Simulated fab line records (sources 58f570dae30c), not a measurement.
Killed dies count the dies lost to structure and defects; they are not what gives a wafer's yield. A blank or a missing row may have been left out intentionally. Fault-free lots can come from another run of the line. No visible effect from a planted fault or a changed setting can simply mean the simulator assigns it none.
Lot-split experiment :: flow berkeley-cmos170 :: 5 lots, 23 wafers read, on a route of 331 steps

## ON THE SPLIT
At UCB170_ACTIVE_COAT_08 (resist thk 900 nm), the setting spin-rpm was moved away from the recipe's 1500 rpm on 9 of the 23 wafers read, by -7.3% to +5.6%. This setting was run at the recipe's value on the other wafers.

## FROM THE SPLIT TO THE READING: what the file shows between them, 3 steps
- UCB170_ACTIVE_SOFTBAKE_09: time 60 s (also split here: time-s)
- UCB170_ACTIVE_EXPOSE_10: exposes mask ACTIVE, target cd 1200 nm
- UCB170_ACTIVE_PEB_11

## THE READING
KrF_of_ACTIVE_COAT_08.thk-nm (the simulator's own value, which no gauge read), in nm, at UCB170_ACTIVE_ETCH_15 (etches Si3N4 in CH3F/Ar/O2, stops on SiO2, target depth 242 nm, time 151 s). The file does not state a usual value for it. Across the 14 wafers here that went through the recipe, the average is 725.0 nm and the standard deviation 4.4 nm.

wafer: L075.1
tool, chamber at the split: litho-track-03, 0
spin-rpm as run, rpm: 1500
against the recipe: recipe
KrF_of_ACTIVE_COAT_08.thk-nm, nm: 728.1
against lot-mates on the recipe: -

wafer: L075.3
tool, chamber at the split: litho-track-03, 0
spin-rpm as run, rpm: 1500
against the recipe: recipe
KrF_of_ACTIVE_COAT_08.thk-nm, nm: 724.6
against lot-mates on the recipe: -

wafer: L075.6
tool, chamber at the split: litho-track-03, 0
spin-rpm as run, rpm: 1500
against the recipe: recipe
KrF_of_ACTIVE_COAT_08.thk-nm, nm: 722.8
against lot-mates on the recipe: -

wafer: L078.1
tool, chamber at the split: litho-track-01, 0
spin-rpm as run, rpm: 1394
against the recipe: -7.1%
KrF_of_ACTIVE_COAT_08.thk-nm, nm: 754.6
against lot-mates on the recipe: +37.6

wafer: L078.3
tool, chamber at the split: litho-track-01, 0
spin-rpm as run, rpm: 1500
against the recipe: recipe
KrF_of_ACTIVE_COAT_08.thk-nm, nm: 717.8
against lot-mates on the recipe: -

wafer: L078.4
tool, chamber at the split: litho-track-01, 0
spin-rpm as run, rpm: 1394
against the recipe: -7.1%
KrF_of_ACTIVE_COAT_08.thk-nm, nm: 753
against lot-mates on the recipe: +36.0

wafer: L078.5
tool, chamber at the split: litho-track-01, 0
spin-rpm as run, rpm: 1394
against the recipe: -7.1%
KrF_of_ACTIVE_COAT_08.thk-nm, nm: 753.6
against lot-mates on the recipe: +36.6

wafer: L078.6
tool, chamber at the split: litho-track-01, 0
spin-rpm as run, rpm: 1500
against the recipe: recipe
KrF_of_ACTIVE_COAT_08.thk-nm, nm: 716.3
against lot-mates on the recipe: -

wafer: L080.1
tool, chamber at the split: litho-track-04, 0
spin-rpm as run, rpm: 1500
against the recipe: recipe
KrF_of_ACTIVE_COAT_08.thk-nm, nm: 723
against lot-mates on the recipe: -

wafer: L080.2
tool, chamber at the split: litho-track-04, 0
spin-rpm as run, rpm: 1500
against the recipe: recipe
KrF_of_ACTIVE_COAT_08.thk-nm, nm: 729.3
against lot-mates on the recipe: -

wafer: L080.3
tool, chamber at the split: litho-track-04, 0
spin-rpm as run, rpm: 1390
against the recipe: -7.3%
KrF_of_ACTIVE_COAT_08.thk-nm, nm: 756.7
against lot-mates on the recipe: +31.3

wafer: L080.4
tool, chamber at the split: litho-track-04, 0
spin-rpm as run, rpm: 1500
against the recipe: recipe
KrF_of_ACTIVE_COAT_08.thk-nm, nm: 723.9
against lot-mates on the recipe: -

wafer: L080.6
tool, chamber at the split: litho-track-04, 0
spin-rpm as run, rpm: 1390
against the recipe: -7.3%
KrF_of_ACTIVE_COAT_08.thk-nm, nm: 758.2
against lot-mates on the recipe: +32.8

wafer: L081.1
tool, chamber at the split: litho-track-03, 0
spin-rpm as run, rpm: 1584
against the recipe: +5.6%
KrF_of_ACTIVE_COAT_08.thk-nm, nm: 702.6
against lot-mates on the recipe: -27.3

wafer: L081.3
tool, chamber at the split: litho-track-03, 0
spin-rpm as run, rpm: 1500
against the recipe: recipe
KrF_of_ACTIVE_COAT_08.thk-nm, nm: 729.3
against lot-mates on the recipe: -

wafer: L081.4
tool, chamber at the split: litho-track-03, 0
spin-rpm as run, rpm: 1500
against the recipe: recipe
KrF_of_ACTIVE_COAT_08.thk-nm, nm: 733.8
against lot-mates on the recipe: -

wafer: L081.5
tool, chamber at the split: litho-track-03, 0
spin-rpm as run, rpm: 1584
against the recipe: +5.6%
KrF_of_ACTIVE_COAT_08.thk-nm, nm: 702.2
against lot-mates on the recipe: -27.7

wafer: L081.6
tool, chamber at the split: litho-track-03, 0
spin-rpm as run, rpm: 1500
against the recipe: recipe
KrF_of_ACTIVE_COAT_08.thk-nm, nm: 726.5
against lot-mates on the recipe: -

wafer: L084.1
tool, chamber at the split: litho-track-04, 0
spin-rpm as run, rpm: 1500
against the recipe: recipe
KrF_of_ACTIVE_COAT_08.thk-nm, nm: 723.2
against lot-mates on the recipe: -

wafer: L084.2
tool, chamber at the split: litho-track-04, 0
spin-rpm as run, rpm: 1500
against the recipe: recipe
KrF_of_ACTIVE_COAT_08.thk-nm, nm: 724.6
against lot-mates on the recipe: -

wafer: L084.3
tool, chamber at the split: litho-track-04, 0
spin-rpm as run, rpm: 1393
against the recipe: -7.1%
KrF_of_ACTIVE_COAT_08.thk-nm, nm: 759.6
against lot-mates on the recipe: +34.8

wafer: L084.4
tool, chamber at the split: litho-track-04, 0
spin-rpm as run, rpm: 1500
against the recipe: recipe
KrF_of_ACTIVE_COAT_08.thk-nm, nm: 726.7
against lot-mates on the recipe: -

wafer: L084.6
tool, chamber at the split: litho-track-04, 0
spin-rpm as run, rpm: 1393
against the recipe: -7.1%
KrF_of_ACTIVE_COAT_08.thk-nm, nm: 755.6
against lot-mates on the recipe: +30.8

FIT RESULTS
A straight line over all 23 wafers: KrF_of_ACTIVE_COAT_08.thk-nm changes by -4.25 nm for each +1% of spin-rpm; r = -0.98; the points scatter about the line by 3.8 nm.
The same after taking each lot's own level away (the mean of its wafers on the recipe; 23 wafers): -4.8 nm for each +1%; r = -0.99; scatter 2.5 nm.
Per that fit: largest spin-rpm move, reading shift of 35 nm.
Across the lots, their own levels run from 717.05 to 729.87 nm, a range of 2.9 times the standard deviation given above.
Thus the slope moves with the lot-to-lot level: the two fits are different.
Check: +35.7 nm against its lot-mates is what the line predicts for one of the wafers moved furthest among these (-7.3%) when that wafer is left out of the fit. It came out at +31.3 nm against them.

## FURTHER SPLITS ON THESE WAFERS
Before the reading, these wafers also passed through other splits. Each is held against what the fit with the lots' levels taken away leaves over:
other split on the same wafers: UCB170_START_OXIDATION_02 temp-c
wafers away from the commonest value: 10
r with KrF_of_ACTIVE_COAT_08.thk-nm (lot level and that fit taken away): -0.04

other split on the same wafers: UCB170_ZERO_COAT_01 resist-thk-nm
wafers away from the commonest value: 11
r with KrF_of_ACTIVE_COAT_08.thk-nm (lot level and that fit taken away): +0.16

other split on the same wafers: UCB170_NWELL_IMPLANT_14 dose-cm2
wafers away from the commonest value: 9
r with KrF_of_ACTIVE_COAT_08.thk-nm (lot level and that fit taken away): -0.09

other split on the same wafers: UCB170_PWELL_CVD_05 sih2cl2-flow-sccm
wafers away from the commonest value: 18
r with KrF_of_ACTIVE_COAT_08.thk-nm (lot level and that fit taken away): +0.27

other split on the same wafers: UCB170_ACTIVE_SOFTBAKE_09 time-s
wafers away from the commonest value: 5
r with KrF_of_ACTIVE_COAT_08.thk-nm (lot level and that fit taken away): -0.21

## THE WHOLE CHAIN: every reading that the file lists as answering this split, in the file's order
step: UCB170_ACTIVE_COAT_08
what it does: resist thk 900 nm
reading: KrF_of_ACTIVE_COAT_08.thk-nm (the simulator's own value, which no gauge read)
change (the file's fit): -4.84 nm for each +1% of the setting
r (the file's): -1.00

step: UCB170_ACTIVE_ETCH_15
what it does: etches Si3N4 in CH3F/Ar/O2, stops on SiO2, target depth 242 nm, time 151 s
reading: KrF_of_ACTIVE_COAT_08.thk-nm (the simulator's own value, which no gauge read)
change (the file's fit): -4.74 nm for each +1% of the setting
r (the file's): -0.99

step: UCB170_ACTIVE_STRIP_16
what it does: strips in O2
reading: strip-time-to-endpoint-s
change (the file's fit): withheld for each +1% of the setting
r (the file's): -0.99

## FILE'S OWN FIT
KrF_of_ACTIVE_COAT_08.thk-nm changes by -4.74 nm for each +1% of spin-rpm, r = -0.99.
